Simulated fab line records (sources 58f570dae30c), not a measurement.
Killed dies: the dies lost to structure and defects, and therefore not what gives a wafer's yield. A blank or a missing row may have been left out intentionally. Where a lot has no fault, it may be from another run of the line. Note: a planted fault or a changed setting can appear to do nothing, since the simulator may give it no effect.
Lot-split experiment || flow berkeleyCmos170 || route with 331 steps; 5 lots, 27 wafers read

## THE SPLIT ITSELF
At UCB170_ACTIVE_CVD_05 (deposits Si3N4 from SiH2Cl2/NH3, target thk 220 nm, time 3300 s), the setting timeS was moved away from the recipe's 3300 s on 12 of the 27 wafers read, by -43.6% to +18.2%. For the rest of the wafers, this setting stayed at what the recipe calls for.

## FROM THE SPLIT TO THE READING: what the file shows between them, 3 steps
- UCB170_ACTIVE_THK_MEAS_06
- UCB170_ACTIVE_HMDS_07: prime time 60 s
- UCB170_ACTIVE_COAT_08: resist thk 900 nm

## THE READING
oesProductAu, in a.u., at UCB170_ACTIVE_ETCH_15 (etches Si3N4 in CH3F/Ar/O2, stops on SiO2, target depth 242 nm, time 151 s). Fault-free wafers of this fab line usually give 0.937 a.u., standard deviation 0.01 a.u.

{"wafer": "L078.2", "tool, chamber at the split": "lpcvd-02, 0", "timeS as run, s": 3300, "against the recipe": "recipe", "oesProductAu, a.u.": 0.946, "against lot-mates on the recipe": "-"}
{"wafer": "L078.3", "tool, chamber at the split": "lpcvd-02, 0", "timeS as run, s": 3300, "against the recipe": "recipe", "oesProductAu, a.u.": 0.923, "against lot-mates on the recipe": "-"}
{"wafer": "L078.5", "tool, chamber at the split": "lpcvd-02, 0", "timeS as run, s": 3300, "against the recipe": "recipe", "oesProductAu, a.u.": 0.945, "against lot-mates on the recipe": "-"}
{"wafer": "L082.1", "tool, chamber at the split": "-, -", "timeS as run, s": 3901, "against the recipe": "+18.2%", "oesProductAu, a.u.": 0.974, "against lot-mates on the recipe": "no lot-mate on the recipe"}
{"wafer": "L082.2", "tool, chamber at the split": "-, -", "timeS as run, s": 3901, "against the recipe": "+18.2%", "oesProductAu, a.u.": 0.996, "against lot-mates on the recipe": "no lot-mate on the recipe"}
{"wafer": "L082.3", "tool, chamber at the split": "-, -", "timeS as run, s": 3901, "against the recipe": "+18.2%", "oesProductAu, a.u.": 0.991, "against lot-mates on the recipe": "no lot-mate on the recipe"}
{"wafer": "L082.4", "tool, chamber at the split": "-, -", "timeS as run, s": 3901, "against the recipe": "+18.2%", "oesProductAu, a.u.": 0.998, "against lot-mates on the recipe": "no lot-mate on the recipe"}
{"wafer": "L082.5", "tool, chamber at the split": "-, -", "timeS as run, s": 3901, "against the recipe": "+18.2%", "oesProductAu, a.u.": 0.983, "against lot-mates on the recipe": "no lot-mate on the recipe"}
{"wafer": "L082.6", "tool, chamber at the split": "-, -", "timeS as run, s": 3901, "against the recipe": "+18.2%", "oesProductAu, a.u.": 0.995, "against lot-mates on the recipe": "no lot-mate on the recipe"}
{"wafer": "L080.1", "tool, chamber at the split": "-, -", "timeS as run, s": 3300, "against the recipe": "recipe", "oesProductAu, a.u.": 0.954, "against lot-mates on the recipe": "-"}
{"wafer": "L080.2", "tool, chamber at the split": "-, -", "timeS as run, s": 3300, "against the recipe": "recipe", "oesProductAu, a.u.": 0.929, "against lot-mates on the recipe": "-"}
{"wafer": "L080.3", "tool, chamber at the split": "-, -", "timeS as run, s": 3300, "against the recipe": "recipe", "oesProductAu, a.u.": 0.961, "against lot-mates on the recipe": "-"}
{"wafer": "L080.4", "tool, chamber at the split": "-, -", "timeS as run, s": 3300, "against the recipe": "recipe", "oesProductAu, a.u.": 0.932, "against lot-mates on the recipe": "-"}
{"wafer": "L080.5", "tool, chamber at the split": "-, -", "timeS as run, s": 3300, "against the recipe": "recipe", "oesProductAu, a.u.": 0.958, "against lot-mates on the recipe": "-"}
{"wafer": "L080.6", "tool, chamber at the split": "-, -", "timeS as run, s": 3300, "against the recipe": "recipe", "oesProductAu, a.u.": 0.940, "against lot-mates on the recipe": "-"}
{"wafer": "L081.1", "tool, chamber at the split": "-, -", "timeS as run, s": 3300, "against the recipe": "recipe", "oesProductAu, a.u.": 0.922, "against lot-mates on the recipe": "-"}
{"wafer": "L081.2", "tool, chamber at the split": "-, -", "timeS as run, s": 3300, "against the recipe": "recipe", "oesProductAu, a.u.": 0.943, "against lot-mates on the recipe": "-"}
{"wafer": "L081.3", "tool, chamber at the split": "-, -", "timeS as run, s": 3300, "against the recipe": "recipe", "oesProductAu, a.u.": 0.928, "against lot-mates on the recipe": "-"}
{"wafer": "L081.4", "tool, chamber at the split": "-, -", "timeS as run, s": 3300, "against the recipe": "recipe", "oesProductAu, a.u.": 0.931, "against lot-mates on the recipe": "-"}
{"wafer": "L081.5", "tool, chamber at the split": "-, -", "timeS as run, s": 3300, "against the recipe": "recipe", "oesProductAu, a.u.": 0.938, "against lot-mates on the recipe": "-"}
{"wafer": "L081.6", "tool, chamber at the split": "-, -", "timeS as run, s": 3300, "against the recipe": "recipe", "oesProductAu, a.u.": 0.930, "against lot-mates on the recipe": "-"}
{"wafer": "L085.1", "tool, chamber at the split": "-, -", "timeS as run, s": 1860, "against the recipe": "-43.6%", "oesProductAu, a.u.": 0.685, "against lot-mates on the recipe": "no lot-mate on the recipe"}
{"wafer": "L085.2", "tool, chamber at the split": "-, -", "timeS as run, s": 1860, "against the recipe": "-43.6%", "oesProductAu, a.u.": 0.699, "against lot-mates on the recipe": "no lot-mate on the recipe"}
{"wafer": "L085.3", "tool, chamber at the split": "-, -", "timeS as run, s": 1860, "against the recipe": "-43.6%", "oesProductAu, a.u.": 0.682, "against lot-mates on the recipe": "no lot-mate on the recipe"}
{"wafer": "L085.4", "tool, chamber at the split": "-, -", "timeS as run, s": 1860, "against the recipe": "-43.6%", "oesProductAu, a.u.": 0.686, "against lot-mates on the recipe": "no lot-mate on the recipe"}
{"wafer": "L085.5", "tool, chamber at the split": "-, -", "timeS as run, s": 1860, "against the recipe": "-43.6%", "oesProductAu, a.u.": 0.691, "against lot-mates on the recipe": "no lot-mate on the recipe"}
{"wafer": "L085.6", "tool, chamber at the split": "-, -", "timeS as run, s": 1860, "against the recipe": "-43.6%", "oesProductAu, a.u.": 0.682, "against lot-mates on the recipe": "no lot-mate on the recipe"}

FIT RESULTS
A straight line over all 27 wafers: oesProductAu changes by +0.00514 a.u. for each +1% of timeS; r = +0.98; the points scatter about the line by 0.022 a.u.
Too few moved wafers have a lot-mate on the recipe to fit a line with each lot's own level taken away.

## THE WHOLE CHAIN: every reading that the file lists as answering this split, in the file's order
{"step": "UCB170_ACTIVE_CVD_05", "what it does": "deposits Si3N4 from SiH2Cl2/NH3, target thk 220 nm, time 3300 s", "reading": "Si3N4_of_ACTIVE_CVD_05.thkNm (the simulator's own value, which no gauge read)", "change (the file's fit)": "+2.23 nm for each +1% of the setting", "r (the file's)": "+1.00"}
{"step": "UCB170_ACTIVE_THK_MEAS_06", "what it does": "", "reading": "ACTIVE_NITRIDE_THK", "change (the file's fit)": "+2.23 for each +1% of the setting", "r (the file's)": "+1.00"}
{"step": "UCB170_ACTIVE_ETCH_15", "what it does": "etches Si3N4 in CH3F/Ar/O2, stops on SiO2, target depth 242 nm, time 151 s", "reading": "oesProductAu", "change (the file's fit)": "+0.00513 a.u. for each +1% of the setting", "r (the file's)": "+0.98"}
{"step": "UCB170_ACTIVE_ETCH_15", "what it does": "etches Si3N4 in CH3F/Ar/O2, stops on SiO2, target depth 242 nm, time 151 s", "reading": "etch.depthNm (the simulator's own value, which no gauge read)", "change (the file's fit)": "+2.02 nm for each +1% of the setting", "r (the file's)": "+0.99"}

## THE FILE'S OWN FIT
oesProductAu changes by +0.00513 a.u. for each +1% of timeS, r = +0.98.
